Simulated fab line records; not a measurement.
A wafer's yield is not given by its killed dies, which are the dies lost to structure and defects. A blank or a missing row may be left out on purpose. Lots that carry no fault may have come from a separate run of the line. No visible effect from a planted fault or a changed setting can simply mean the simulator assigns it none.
fab line records / flow berkeley-cmos170
[record] lots = 15 wafers = 45 last-day = 11
route steps=331 shown ACTIVE@77 PFIELD@83 NVT@110
lots that met no fault: taken from a fault-free run of the same line
start-h: hours from the record's first day to the start of the lot's first wafer shown / wait-h: hours from the lot's prior step to this one / " the same as in the row above / L1.1+2: one row covering several wafers at once / - no value present, or no start provided / * or withheld: withheld / < > ~ a bound
route shown NAME@n: names a module that has steps shown in the file, with the first one's number in the route / usual: mean/standard deviation taken from wafers without a fault / same: alike in all rows / chamber/n: place in a boat / sites: each site's reading / _std_site: their standard deviation / _edge_site: inner sites' mean taken away from outer sites' mean / radius-mm: for every site, how far away it sits from the centre of the wafer / mask NAME#n: copy n / behind: the tool/chamber that last shaped the wafer / hold: why the lot was held/for how many hours/how that ended / device: the transistor (n, p or np) that didn't switch / end of line: the same wafers' tests at the end of the route / step lacking rows: just its recipe / killed: the dies lost at the first sort to structure and to defects; this is not the yield of the wafer / map: a wafer's dies, marking killed ones x, the rest . and places with no die _
set.NAME: the setting the step ran with; set.NAME@STEP: the setting that earlier step ran with / model.NAME: the simulator's own value behind a step, which no gauge read
one table for each step of the route and one row for each wafer, over a sample of lots
services: the hour from which a tool's chamber was out of use, counted from the record's first day as start-h (under 0 if before that day), plus the number of hours and why
[[steps]]
[step UCB170_ACTIVE_CD_MEAS_90]
[recipe] target-cd-nm = 1200
[usual] cd-nm = 1200.3/1.7
lot.wafer=L236.1 tool=cd-sem-01 chamber=- start-h=79.92 wait-h=0.3 cd-nm=1201.1
lot.wafer=L236.2 tool=cd-sem-01 chamber=- start-h=79.92 wait-h=0.3 cd-nm=1199.6
lot.wafer=L236.3 tool=cd-sem-01 chamber=- start-h=79.92 wait-h=0.3 cd-nm=1198.1
lot.wafer=L238.2 tool=cd-sem-02 chamber=- start-h=82.57 wait-h=0.1 cd-nm=1198.0
lot.wafer=L238.3 tool=cd-sem-02 chamber=- start-h=82.57 wait-h=0.1 cd-nm=1197.5
lot.wafer=L238.4 tool=cd-sem-02 chamber=- start-h=82.57 wait-h=0.1 cd-nm=1199.2
lot.wafer=L237.2 tool=cd-sem-01 chamber=- start-h=82.75 wait-h=0.1 cd-nm=1203.0
lot.wafer=L237.4 tool=cd-sem-01 chamber=- start-h=82.75 wait-h=0.1 cd-nm=1203.0
lot.wafer=L237.6 tool=cd-sem-01 chamber=- start-h=82.75 wait-h=0.1 cd-nm=1203.8
lot.wafer=L239.1 tool=cd-sem-01 chamber=- start-h=90.81 wait-h=0.1 cd-nm=1202.4
lot.wafer=L239.2 tool=cd-sem-01 chamber=- start-h=90.81 wait-h=0.1 cd-nm=1203.5
lot.wafer=L239.4 tool=cd-sem-01 chamber=- start-h=90.81 wait-h=0.1 cd-nm=1201.8
lot.wafer=L240.3 tool=cd-sem-02 chamber=- start-h=91.05 wait-h=0.1 cd-nm=1200.5
lot.wafer=L240.4 tool=cd-sem-02 chamber=- start-h=91.05 wait-h=0.1 cd-nm=1200.0
lot.wafer=L240.5 tool=cd-sem-02 chamber=- start-h=91.05 wait-h=0.1 cd-nm=1199.6
lot.wafer=L244.1 tool=cd-sem-02 chamber=- start-h=113.64 wait-h=0.1 cd-nm=1202.0
lot.wafer=L244.5 tool=cd-sem-02 chamber=- start-h=113.64 wait-h=0.1 cd-nm=1201.7
lot.wafer=L244.6 tool=cd-sem-02 chamber=- start-h=113.64 wait-h=0.1 cd-nm=1202.2
lot.wafer=L243.3 tool=cd-sem-02 chamber=- start-h=113.92 wait-h=0.2 cd-nm=1198.9
lot.wafer=L243.4 tool=cd-sem-02 chamber=- start-h=113.92 wait-h=0.2 cd-nm=1198.9
lot.wafer=L243.6 tool=cd-sem-02 chamber=- start-h=113.92 wait-h=0.2 cd-nm=1200.0
lot.wafer=L245.4 tool=cd-sem-01 chamber=- start-h=118.06 wait-h=0.1 cd-nm=1201.6
lot.wafer=L245.5 tool=cd-sem-01 chamber=- start-h=118.06 wait-h=0.1 cd-nm=1201.3
lot.wafer=L245.6 tool=cd-sem-01 chamber=- start-h=118.06 wait-h=0.1 cd-nm=1203.7
lot.wafer=L246.1 tool=cd-sem-02 chamber=- start-h=123.53 wait-h=0.1 cd-nm=1200.1
lot.wafer=L246.2 tool=cd-sem-02 chamber=- start-h=123.53 wait-h=0.1 cd-nm=1200.0
lot.wafer=L246.5 tool=cd-sem-02 chamber=- start-h=123.53 wait-h=0.1 cd-nm=1199.5
lot.wafer=L247.2 tool=cd-sem-02 chamber=- start-h=132.39 wait-h=0.1 cd-nm=1201.6
lot.wafer=L247.3 tool=cd-sem-02 chamber=- start-h=132.39 wait-h=0.1 cd-nm=1203.0
lot.wafer=L247.6 tool=cd-sem-02 chamber=- start-h=132.39 wait-h=0.1 cd-nm=1201.5
lot.wafer=L251.2 tool=cd-sem-01 chamber=- start-h=152.86 wait-h=0.1 cd-nm=1198.5
lot.wafer=L251.5 tool=cd-sem-01 chamber=- start-h=152.86 wait-h=0.1 cd-nm=1196.6
lot.wafer=L251.6 tool=cd-sem-01 chamber=- start-h=152.86 wait-h=0.1 cd-nm=1197.5
lot.wafer=L253.2 tool=cd-sem-01 chamber=- start-h=158.83 wait-h=0.1 cd-nm=1201.1
lot.wafer=L253.3 tool=cd-sem-01 chamber=- start-h=158.83 wait-h=0.1 cd-nm=1201.7
lot.wafer=L253.5 tool=cd-sem-01 chamber=- start-h=158.83 wait-h=0.1 cd-nm=1202.1
lot.wafer=L255.2 tool=cd-sem-01 chamber=- start-h=173.23 wait-h=0.1 cd-nm=1202.0
lot.wafer=L255.4 tool=cd-sem-01 chamber=- start-h=173.23 wait-h=0.1 cd-nm=1202.7
lot.wafer=L255.6 tool=cd-sem-01 chamber=- start-h=173.23 wait-h=0.1 cd-nm=1201.7
lot.wafer=L257.1 tool=cd-sem-02 chamber=- start-h=182.39 wait-h=0.1 cd-nm=1198.7
lot.wafer=L257.2 tool=cd-sem-02 chamber=- start-h=182.39 wait-h=0.1 cd-nm=1200.2
lot.wafer=L257.5 tool=cd-sem-02 chamber=- start-h=182.39 wait-h=0.1 cd-nm=1199.6
lot.wafer=L258.1 tool=cd-sem-02 chamber=- start-h=188.32 wait-h=0.1 cd-nm=1201.8
lot.wafer=L258.2 tool=cd-sem-02 chamber=- start-h=188.32 wait-h=0.1 cd-nm=1202.4
lot.wafer=L258.5 tool=cd-sem-02 chamber=- start-h=188.32 wait-h=0.1 cd-nm=1202.6
[step UCB170_PFIELD_PEB_04]
[recipe] peb-temp-c = 130 peb-time-s = withheld resist = KrF
[usual] chill-plate-temp-C = 22.98/0.1 exhaust-pa = 45.0/0.86
lot.wafer=L236.1 tool=litho-track-04 chamber=0 start-h=81.44 wait-h=0.4 chill-plate-temp-C=22.89 exhaust-pa=46.7
lot.wafer=L236.2 tool=litho-track-04 chamber=0 start-h=81.44 wait-h=0.4 chill-plate-temp-C=23.17 exhaust-pa=47.5
lot.wafer=L236.3 tool=litho-track-04 chamber=0 start-h=81.44 wait-h=0.4 chill-plate-temp-C=23.17 exhaust-pa=45.7
lot.wafer=L238.2 tool=litho-track-02 chamber=0 start-h=86.13 wait-h=0.6 chill-plate-temp-C=22.95 exhaust-pa=45.0
lot.wafer=L238.3 tool=litho-track-02 chamber=0 start-h=86.13 wait-h=0.6 chill-plate-temp-C=22.91 exhaust-pa=44.9
lot.wafer=L238.4 tool=litho-track-02 chamber=0 start-h=86.13 wait-h=0.6 chill-plate-temp-C=22.79 exhaust-pa=45.6
lot.wafer=L237.2 tool=litho-track-02 chamber=0 start-h=86 wait-h=- chill-plate-temp-C=22.78 exhaust-pa=45.2
lot.wafer=L237.4 tool=litho-track-02 chamber=0 start-h=86 wait-h=- chill-plate-temp-C=22.86 exhaust-pa=45.1
lot.wafer=L237.6 tool=litho-track-02 chamber=0 start-h=86 wait-h=- chill-plate-temp-C=22.87 exhaust-pa=44.3
lot.wafer=L239.1 tool=litho-track-02 chamber=0 start-h=92.02 wait-h=0.2 chill-plate-temp-C=23.01 exhaust-pa=42.8
lot.wafer=L239.2 tool=litho-track-02 chamber=0 start-h=92.02 wait-h=0.2 chill-plate-temp-C=22.87 exhaust-pa=42.7
lot.wafer=L239.4 tool=litho-track-02 chamber=0 start-h=92.02 wait-h=0.2 chill-plate-temp-C=22.86 exhaust-pa=45.5
lot.wafer=L240.3 tool=litho-track-02 chamber=0 start-h=92.52 wait-h=0.1 chill-plate-temp-C=23.04 exhaust-pa=45.5
lot.wafer=L240.4 tool=litho-track-02 chamber=0 start-h=92.52 wait-h=0.1 chill-plate-temp-C=23.08 exhaust-pa=44.2
lot.wafer=L240.5 tool=litho-track-02 chamber=0 start-h=92.52 wait-h=0.1 chill-plate-temp-C=22.96 exhaust-pa=44.9
lot.wafer=L244.1 tool=litho-track-03 chamber=0 start-h=115.39 wait-h=0.4 chill-plate-temp-C=23.02 exhaust-pa=44.3
lot.wafer=L244.5 tool=litho-track-03 chamber=0 start-h=115.39 wait-h=0.4 chill-plate-temp-C=22.87 exhaust-pa=43.3
lot.wafer=L244.6 tool=litho-track-03 chamber=0 start-h=115.39 wait-h=0.4 chill-plate-temp-C=22.94 exhaust-pa=44.8
lot.wafer=L243.3 tool=litho-track-02 chamber=- start-h=115.64 wait-h=0.3 chill-plate-temp-C=- exhaust-pa=-
lot.wafer=L243.4 tool=litho-track-02 chamber=- start-h=115.64 wait-h=0.3 chill-plate-temp-C=- exhaust-pa=-
lot.wafer=L243.6 tool=litho-track-02 chamber=- start-h=115.64 wait-h=0.3 chill-plate-temp-C=- exhaust-pa=-
lot.wafer=L245.4 tool=litho-track-02 chamber=- start-h=120.18 wait-h=0.1 chill-plate-temp-C=- exhaust-pa=-
lot.wafer=L245.5 tool=litho-track-02 chamber=- start-h=120.18 wait-h=0.1 chill-plate-temp-C=- exhaust-pa=-
lot.wafer=L245.6 tool=litho-track-02 chamber=- start-h=120.18 wait-h=0.1 chill-plate-temp-C=- exhaust-pa=-
lot.wafer=L246.1 tool=litho-track-03 chamber=- start-h=124.76 wait-h=0.3 chill-plate-temp-C=- exhaust-pa=-
lot.wafer=L246.2 tool=litho-track-03 chamber=- start-h=124.76 wait-h=0.3 chill-plate-temp-C=- exhaust-pa=-
lot.wafer=L246.5 tool=litho-track-03 chamber=- start-h=124.76 wait-h=0.3 chill-plate-temp-C=- exhaust-pa=-
lot.wafer=L247.2 tool=litho-track-03 chamber=0 start-h=133.52 wait-h=0.1 chill-plate-temp-C=22.91 exhaust-pa=45.1
lot.wafer=L247.3 tool=litho-track-03 chamber=0 start-h=133.52 wait-h=0.1 chill-plate-temp-C=23.17 exhaust-pa=44.3
lot.wafer=L247.6 tool=litho-track-03 chamber=0 start-h=133.52 wait-h=0.1 chill-plate-temp-C=23.16 exhaust-pa=44.2
lot.wafer=L251.2 tool=litho-track-03 chamber=0 start-h=154.18 wait-h=0.1 chill-plate-temp-C=23.14 exhaust-pa=45.0
lot.wafer=L251.5 tool=litho-track-03 chamber=0 start-h=154.18 wait-h=0.1 chill-plate-temp-C=23.16 exhaust-pa=44.5
lot.wafer=L251.6 tool=litho-track-03 chamber=0 start-h=154.18 wait-h=0.1 chill-plate-temp-C=23.15 exhaust-pa=45.5
lot.wafer=L253.2 tool=litho-track-04 chamber=0 start-h=160.86 wait-h=0.5 chill-plate-temp-C=22.91 exhaust-pa=44.3
lot.wafer=L253.3 tool=litho-track-04 chamber=0 start-h=160.86 wait-h=0.5 chill-plate-temp-C=23.05 exhaust-pa=45.7
lot.wafer=L253.5 tool=litho-track-04 chamber=0 start-h=160.86 wait-h=0.5 chill-plate-temp-C=23.21 exhaust-pa=44.6
lot.wafer=L255.2 tool=litho-track-04 chamber=0 start-h=177.09 wait-h=0.4 chill-plate-temp-C=22.94 exhaust-pa=43.4
lot.wafer=L255.4 tool=litho-track-04 chamber=0 start-h=177.09 wait-h=0.4 chill-plate-temp-C=22.90 exhaust-pa=44.6
lot.wafer=L255.6 tool=litho-track-04 chamber=0 start-h=177.09 wait-h=0.4 chill-plate-temp-C=22.80 exhaust-pa=44.5
lot.wafer=L257.1 tool=litho-track-03 chamber=0 start-h=183.25 wait-h=0.1 chill-plate-temp-C=22.97 exhaust-pa=45.1
lot.wafer=L257.2 tool=litho-track-03 chamber=0 start-h=183.25 wait-h=0.1 chill-plate-temp-C=23.09 exhaust-pa=44.3
lot.wafer=L257.5 tool=litho-track-03 chamber=0 start-h=183.25 wait-h=0.1 chill-plate-temp-C=22.89 exhaust-pa=44.3
lot.wafer=L258.1 tool=litho-track-04 chamber=0 start-h=189.89 wait-h=0.1 chill-plate-temp-C=22.93 exhaust-pa=44.4
lot.wafer=L258.2 tool=litho-track-04 chamber=0 start-h=189.89 wait-h=0.1 chill-plate-temp-C=22.99 exhaust-pa=45.4
lot.wafer=L258.5 tool=litho-track-04 chamber=0 start-h=189.89 wait-h=0.1 chill-plate-temp-C=23.16 exhaust-pa=45.8
[step UCB170_NVT_OVL_MEAS_06]
[usual] NVT_OVL = 2/5.5
lot.wafer=L237.2 tool=overlay-01 chamber=- start-h=109.52 wait-h=- NVT_OVL[nm]=10
lot.wafer=L237.4 tool=overlay-01 chamber=- start-h=109.52 wait-h=- NVT_OVL[nm]=4
lot.wafer=L237.6 tool=overlay-01 chamber=- start-h=109.52 wait-h=- NVT_OVL[nm]=2
lot.wafer=L236.1 tool=overlay-02 chamber=- start-h=110.50 wait-h=- NVT_OVL[nm]=13
lot.wafer=L236.2 tool=overlay-02 chamber=- start-h=110.50 wait-h=- NVT_OVL[nm]=7
lot.wafer=L236.3 tool=overlay-02 chamber=- start-h=110.50 wait-h=- NVT_OVL[nm]=5
lot.wafer=L238.2 tool=overlay-02 chamber=- start-h=114.40 wait-h=- NVT_OVL[nm]=12
lot.wafer=L238.3 tool=overlay-02 chamber=- start-h=114.40 wait-h=- NVT_OVL[nm]=15
lot.wafer=L238.4 tool=overlay-02 chamber=- start-h=114.40 wait-h=- NVT_OVL[nm]=14
lot.wafer=L239.1 tool=overlay-01 chamber=- start-h=117.92 wait-h=- NVT_OVL[nm]=-6
lot.wafer=L239.2 tool=overlay-01 chamber=- start-h=117.92 wait-h=- NVT_OVL[nm]=-6
lot.wafer=L239.4 tool=overlay-01 chamber=- start-h=117.92 wait-h=- NVT_OVL[nm]=-2
lot.wafer=L240.3 tool=overlay-01 chamber=- start-h=118.01 wait-h=- NVT_OVL[nm]=7
lot.wafer=L240.4 tool=overlay-01 chamber=- start-h=118.01 wait-h=- NVT_OVL[nm]=4
lot.wafer=L240.5 tool=overlay-01 chamber=- start-h=118.01 wait-h=- NVT_OVL[nm]=13
lot.wafer=L244.1 tool=overlay-02 chamber=- start-h=145.44 wait-h=- NVT_OVL[nm]=2
lot.wafer=L244.5 tool=overlay-02 chamber=- start-h=145.44 wait-h=- NVT_OVL[nm]=3
lot.wafer=L244.6 tool=overlay-02 chamber=- start-h=145.44 wait-h=- NVT_OVL[nm]=-8
lot.wafer=L243.3 tool=overlay-01 chamber=- start-h=145.55 wait-h=- NVT_OVL[nm]=2
lot.wafer=L243.4 tool=overlay-01 chamber=- start-h=145.55 wait-h=- NVT_OVL[nm]=-5
lot.wafer=L243.6 tool=overlay-01 chamber=- start-h=145.55 wait-h=- NVT_OVL[nm]=7
lot.wafer=L245.4 tool=overlay-01 chamber=- start-h=149.35 wait-h=- NVT_OVL[nm]=-1
lot.wafer=L245.5 tool=overlay-01 chamber=- start-h=149.35 wait-h=- NVT_OVL[nm]=-3
lot.wafer=L245.6 tool=overlay-01 chamber=- start-h=149.35 wait-h=- NVT_OVL[nm]=-5
lot.wafer=L246.1 tool=overlay-02 chamber=- start-h=153.99 wait-h=- NVT_OVL[nm]=3
lot.wafer=L246.2 tool=overlay-02 chamber=- start-h=153.99 wait-h=- NVT_OVL[nm]=-3
lot.wafer=L246.5 tool=overlay-02 chamber=- start-h=153.99 wait-h=- NVT_OVL[nm]=-4
lot.wafer=L247.2 tool=overlay-01 chamber=- start-h=159.90 wait-h=- NVT_OVL[nm]=6
lot.wafer=L247.3 tool=overlay-01 chamber=- start-h=159.90 wait-h=- NVT_OVL[nm]=3
lot.wafer=L247.6 tool=overlay-01 chamber=- start-h=159.90 wait-h=- NVT_OVL[nm]=4
lot.wafer=L251.2 tool=overlay-02 chamber=- start-h=179.32 wait-h=- NVT_OVL[nm]=2
lot.wafer=L251.5 tool=overlay-02 chamber=- start-h=179.32 wait-h=- NVT_OVL[nm]=7
lot.wafer=L251.6 tool=overlay-02 chamber=- start-h=179.32 wait-h=- NVT_OVL[nm]=-3
lot.wafer=L253.2 tool=overlay-02 chamber=- start-h=187.60 wait-h=- NVT_OVL[nm]=7
lot.wafer=L253.3 tool=overlay-02 chamber=- start-h=187.60 wait-h=- NVT_OVL[nm]=-4
lot.wafer=L253.5 tool=overlay-02 chamber=- start-h=187.60 wait-h=- NVT_OVL[nm]=7
lot.wafer=L255.2 tool=overlay-02 chamber=- start-h=206.18 wait-h=- NVT_OVL[nm]=-3
lot.wafer=L255.4 tool=overlay-02 chamber=- start-h=206.18 wait-h=- NVT_OVL[nm]=0
lot.wafer=L255.6 tool=overlay-02 chamber=- start-h=206.18 wait-h=- NVT_OVL[nm]=2
lot.wafer=L257.1 tool=overlay-01 chamber=- start-h=209.53 wait-h=- NVT_OVL[nm]=4
lot.wafer=L257.2 tool=overlay-01 chamber=- start-h=209.53 wait-h=- NVT_OVL[nm]=3
lot.wafer=L257.5 tool=overlay-01 chamber=- start-h=209.53 wait-h=- NVT_OVL[nm]=3
lot.wafer=L258.1 tool=overlay-02 chamber=- start-h=219.87 wait-h=- NVT_OVL[nm]=5
lot.wafer=L258.2 tool=overlay-02 chamber=- start-h=219.87 wait-h=- NVT_OVL[nm]=2
lot.wafer=L258.5 tool=overlay-02 chamber=- start-h=219.87 wait-h=- NVT_OVL[nm]=1
[step UCB170_NVT_STRIP_08]
[recipe] chemistry = O2 power-w = 400 pressure-mtorr = 3500 platen-temp-c = withheld o2-flow-sccm = 400 overash-fraction = 0.5
[usual] drypump-motor-current-A = 6.1/0.44 oes-product-au = 0.734/0.0045 strip-time-to-endpoint-s = 21.62/0.049
lot.wafer=L237.2 tool=plasma-asher-03 chamber=1 start-h=109.70 wait-h=0.1 drypump-motor-current-A=6.5 oes-product-au=0.734 rf-hours-counter-h=34 strip-time-to-endpoint-s=21.75
lot.wafer=L237.4 tool=plasma-asher-03 chamber=1 start-h=109.70 wait-h=0.1 drypump-motor-current-A=6.5 oes-product-au=0.741 rf-hours-counter-h=- strip-time-to-endpoint-s=21.66
lot.wafer=L237.6 tool=plasma-asher-03 chamber=0 start-h=109.70 wait-h=0.1 drypump-motor-current-A=5.3 oes-product-au=0.737 rf-hours-counter-h=- strip-time-to-endpoint-s=21.64
lot.wafer=L236.1 tool=plasma-asher-01 chamber=1 start-h=110.68 wait-h=0.1 drypump-motor-current-A=5.9 oes-product-au=0.735 rf-hours-counter-h=42 strip-time-to-endpoint-s=21.61
lot.wafer=L236.2 tool=plasma-asher-01 chamber=0 start-h=110.68 wait-h=0.1 drypump-motor-current-A=6.3 oes-product-au=0.734 rf-hours-counter-h=42 strip-time-to-endpoint-s=21.62
lot.wafer=L236.3 tool=plasma-asher-01 chamber=0 start-h=110.68 wait-h=0.1 drypump-motor-current-A=6.3 oes-product-au=0.737 rf-hours-counter-h=- strip-time-to-endpoint-s=21.70
lot.wafer=L238.2 tool=plasma-asher-01 chamber=1 start-h=114.58 wait-h=0.1 drypump-motor-current-A=6.0 oes-product-au=0.730 rf-hours-counter-h=43 strip-time-to-endpoint-s=21.60
lot.wafer=L238.3 tool=plasma-asher-01 chamber=0 start-h=114.58 wait-h=0.1 drypump-motor-current-A=6.3 oes-product-au=0.742 rf-hours-counter-h=- strip-time-to-endpoint-s=21.62
lot.wafer=L238.4 tool=plasma-asher-01 chamber=1 start-h=114.58 wait-h=0.1 drypump-motor-current-A=5.9 oes-product-au=0.724 rf-hours-counter-h=- strip-time-to-endpoint-s=21.54
lot.wafer=L239.1 tool=plasma-asher-02 chamber=1 start-h=118.10 wait-h=0.1 drypump-motor-current-A=6.5 oes-product-au=0.738 rf-hours-counter-h=40 strip-time-to-endpoint-s=21.64
lot.wafer=L239.2 tool=plasma-asher-02 chamber=0 start-h=118.10 wait-h=0.1 drypump-motor-current-A=5.9 oes-product-au=0.730 rf-hours-counter-h=40 strip-time-to-endpoint-s=21.66
lot.wafer=L239.4 tool=plasma-asher-02 chamber=1 start-h=118.10 wait-h=0.1 drypump-motor-current-A=6.5 oes-product-au=0.739 rf-hours-counter-h=- strip-time-to-endpoint-s=21.65
lot.wafer=L240.3 tool=plasma-asher-03 chamber=0 start-h=118.22 wait-h=0.1 drypump-motor-current-A=5.4 oes-product-au=0.736 rf-hours-counter-h=- strip-time-to-endpoint-s=21.58
lot.wafer=L240.4 tool=plasma-asher-03 chamber=1 start-h=118.22 wait-h=0.1 drypump-motor-current-A=6.5 oes-product-au=0.741 rf-hours-counter-h=- strip-time-to-endpoint-s=21.62
lot.wafer=L240.5 tool=plasma-asher-03 chamber=1 start-h=118.22 wait-h=0.1 drypump-motor-current-A=6.5 oes-product-au=0.734 rf-hours-counter-h=- strip-time-to-endpoint-s=21.59
lot.wafer=L244.1 tool=plasma-asher-03 chamber=1 start-h=145.62 wait-h=0.1 drypump-motor-current-A=6.6 oes-product-au=0.735 rf-hours-counter-h=39 strip-time-to-endpoint-s=21.66
lot.wafer=L244.5 tool=plasma-asher-03 chamber=0 start-h=145.62 wait-h=0.1 drypump-motor-current-A=5.3 oes-product-au=0.731 rf-hours-counter-h=- strip-time-to-endpoint-s=21.67
lot.wafer=L244.6 tool=plasma-asher-03 chamber=1 start-h=145.62 wait-h=0.1 drypump-motor-current-A=6.6 oes-product-au=0.734 rf-hours-counter-h=- strip-time-to-endpoint-s=21.66
lot.wafer=L243.3 tool=plasma-asher-01 chamber=1 start-h=145.76 wait-h=0.1 drypump-motor-current-A=5.9 oes-product-au=0.732 rf-hours-counter-h=- strip-time-to-endpoint-s=21.64
lot.wafer=L243.4 tool=plasma-asher-01 chamber=0 start-h=145.76 wait-h=0.1 drypump-motor-current-A=6.3 oes-product-au=0.734 rf-hours-counter-h=- strip-time-to-endpoint-s=21.63
lot.wafer=L243.6 tool=plasma-asher-01 chamber=1 start-h=145.76 wait-h=0.1 drypump-motor-current-A=6.0 oes-product-au=0.739 rf-hours-counter-h=- strip-time-to-endpoint-s=21.60
lot.wafer=L245.4 tool=plasma-asher-03 chamber=1 start-h=149.55 wait-h=0.1 drypump-motor-current-A=6.5 oes-product-au=0.730 rf-hours-counter-h=- strip-time-to-endpoint-s=21.59
lot.wafer=L245.5 tool=plasma-asher-03 chamber=0 start-h=149.55 wait-h=0.1 drypump-motor-current-A=5.4 oes-product-au=0.741 rf-hours-counter-h=- strip-time-to-endpoint-s=21.59
lot.wafer=L245.6 tool=plasma-asher-03 chamber=1 start-h=149.55 wait-h=0.1 drypump-motor-current-A=6.6 oes-product-au=0.738 rf-hours-counter-h=- strip-time-to-endpoint-s=21.56
lot.wafer=L246.1 tool=plasma-asher-02 chamber=1 start-h=154.18 wait-h=0.1 drypump-motor-current-A=6.6 oes-product-au=0.740 rf-hours-counter-h=44 strip-time-to-endpoint-s=21.69
lot.wafer=L246.2 tool=plasma-asher-02 chamber=0 start-h=154.18 wait-h=0.1 drypump-motor-current-A=5.9 oes-product-au=0.737 rf-hours-counter-h=44 strip-time-to-endpoint-s=21.65
lot.wafer=L246.5 tool=plasma-asher-02 chamber=0 start-h=154.18 wait-h=0.1 drypump-motor-current-A=5.9 oes-product-au=0.732 rf-hours-counter-h=- strip-time-to-endpoint-s=21.65
lot.wafer=L247.2 tool=plasma-asher-02 chamber=1 start-h=160.08 wait-h=0.1 drypump-motor-current-A=6.6 oes-product-au=0.727 rf-hours-counter-h=44 strip-time-to-endpoint-s=21.65
lot.wafer=L247.3 tool=plasma-asher-02 chamber=1 start-h=160.08 wait-h=0.1 drypump-motor-current-A=6.5 oes-product-au=0.737 rf-hours-counter-h=- strip-time-to-endpoint-s=21.62
lot.wafer=L247.6 tool=plasma-asher-02 chamber=0 start-h=160.08 wait-h=0.1 drypump-motor-current-A=5.9 oes-product-au=0.746 rf-hours-counter-h=- strip-time-to-endpoint-s=21.64
lot.wafer=L251.2 tool=plasma-asher-02 chamber=1 start-h=179.50 wait-h=0.1 drypump-motor-current-A=6.6 oes-product-au=0.731 rf-hours-counter-h=47 strip-time-to-endpoint-s=21.63
lot.wafer=L251.5 tool=plasma-asher-02 chamber=1 start-h=179.50 wait-h=0.1 drypump-motor-current-A=6.6 oes-product-au=0.732 rf-hours-counter-h=- strip-time-to-endpoint-s=21.53
lot.wafer=L251.6 tool=plasma-asher-02 chamber=0 start-h=179.50 wait-h=0.1 drypump-motor-current-A=5.9 oes-product-au=0.738 rf-hours-counter-h=- strip-time-to-endpoint-s=21.62
lot.wafer=L253.2 tool=plasma-asher-02 chamber=0 start-h=187.78 wait-h=0.1 drypump-motor-current-A=5.9 oes-product-au=0.739 rf-hours-counter-h=48 strip-time-to-endpoint-s=21.66
lot.wafer=L253.3 tool=plasma-asher-02 chamber=1 start-h=187.78 wait-h=0.1 drypump-motor-current-A=6.6 oes-product-au=0.738 rf-hours-counter-h=- strip-time-to-endpoint-s=21.63
lot.wafer=L253.5 tool=plasma-asher-02 chamber=0 start-h=187.78 wait-h=0.1 drypump-motor-current-A=5.9 oes-product-au=0.723 rf-hours-counter-h=- strip-time-to-endpoint-s=21.63
lot.wafer=L255.2 tool=plasma-asher-02 chamber=0 start-h=206.36 wait-h=0.1 drypump-motor-current-A=5.9 oes-product-au=0.736 rf-hours-counter-h=50 strip-time-to-endpoint-s=21.63
lot.wafer=L255.4 tool=plasma-asher-02 chamber=0 start-h=206.36 wait-h=0.1 drypump-motor-current-A=5.9 oes-product-au=0.730 rf-hours-counter-h=- strip-time-to-endpoint-s=21.62
lot.wafer=L255.6 tool=plasma-asher-02 chamber=1 start-h=206.36 wait-h=0.1 drypump-motor-current-A=6.6 oes-product-au=0.730 rf-hours-counter-h=- strip-time-to-endpoint-s=21.56
lot.wafer=L257.1 tool=plasma-asher-03 chamber=1 start-h=209.72 wait-h=0.1 drypump-motor-current-A=6.6 oes-product-au=0.733 rf-hours-counter-h=46 strip-time-to-endpoint-s=21.66
lot.wafer=L257.2 tool=plasma-asher-03 chamber=0 start-h=209.72 wait-h=0.1 drypump-motor-current-A=5.3 oes-product-au=0.736 rf-hours-counter-h=46 strip-time-to-endpoint-s=21.59
lot.wafer=L257.5 tool=plasma-asher-03 chamber=1 start-h=209.72 wait-h=0.1 drypump-motor-current-A=6.6 oes-product-au=0.735 rf-hours-counter-h=- strip-time-to-endpoint-s=21.69
lot.wafer=L258.1 tool=plasma-asher-01 chamber=1 start-h=220.05 wait-h=0.1 drypump-motor-current-A=6.0 oes-product-au=0.733 rf-hours-counter-h=53 strip-time-to-endpoint-s=21.59
lot.wafer=L258.2 tool=plasma-asher-01 chamber=0 start-h=220.05 wait-h=0.1 drypump-motor-current-A=6.3 oes-product-au=0.737 rf-hours-counter-h=53 strip-time-to-endpoint-s=21.58
lot.wafer=L258.5 tool=plasma-asher-01 chamber=0 start-h=220.05 wait-h=0.1 drypump-motor-current-A=6.3 oes-product-au=0.731 rf-hours-counter-h=- strip-time-to-endpoint-s=21.52
[[services]]
tool=plasma-asher-03 chamber=- start-h=61.43 hours=1.8 kind=repair
tool=plasma-asher-01 chamber=- start-h=126.32 hours=7.1 kind=repair
[[key]]
[first-sign] step = UCB170_PFIELD_PEB_04 reading = tool-record direction = missing
effect none on later readings
met-at UCB170_PFIELD_PEB_04
struck-lots L243,L245,L246
sort-left-out L243.3,L243.4,L243.6,L245.4,L245.5,L245.6,L246.1,L246.2,L246.5
tester-left-out L243,L245,L246
not-acting-at UCB170_ACTIVE_CD_MEAS_90,UCB170_NVT_OVL_MEAS_06,UCB170_NVT_STRIP_08
onset-between 115.39 115.64
[fault] kind = skipped-step-whole tool = litho-track-02,litho-track-03 chamber = - onset-h = 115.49 steps = UCB170_PFIELD_PEB_04 scope = struck-lots-only
// tester-left-out: of these lots the tester's yield and bins aren't shown, on N5 and GAA mostly nor the transistor test; their killed dies are dies lost to structure and defects alone, not to doping, threshold or leakage, so they don't give the yield
// sort-left-out: the simulated sort isn't trusted on such a fault, so these wafers' sort isn't shown, and their yield isn't known
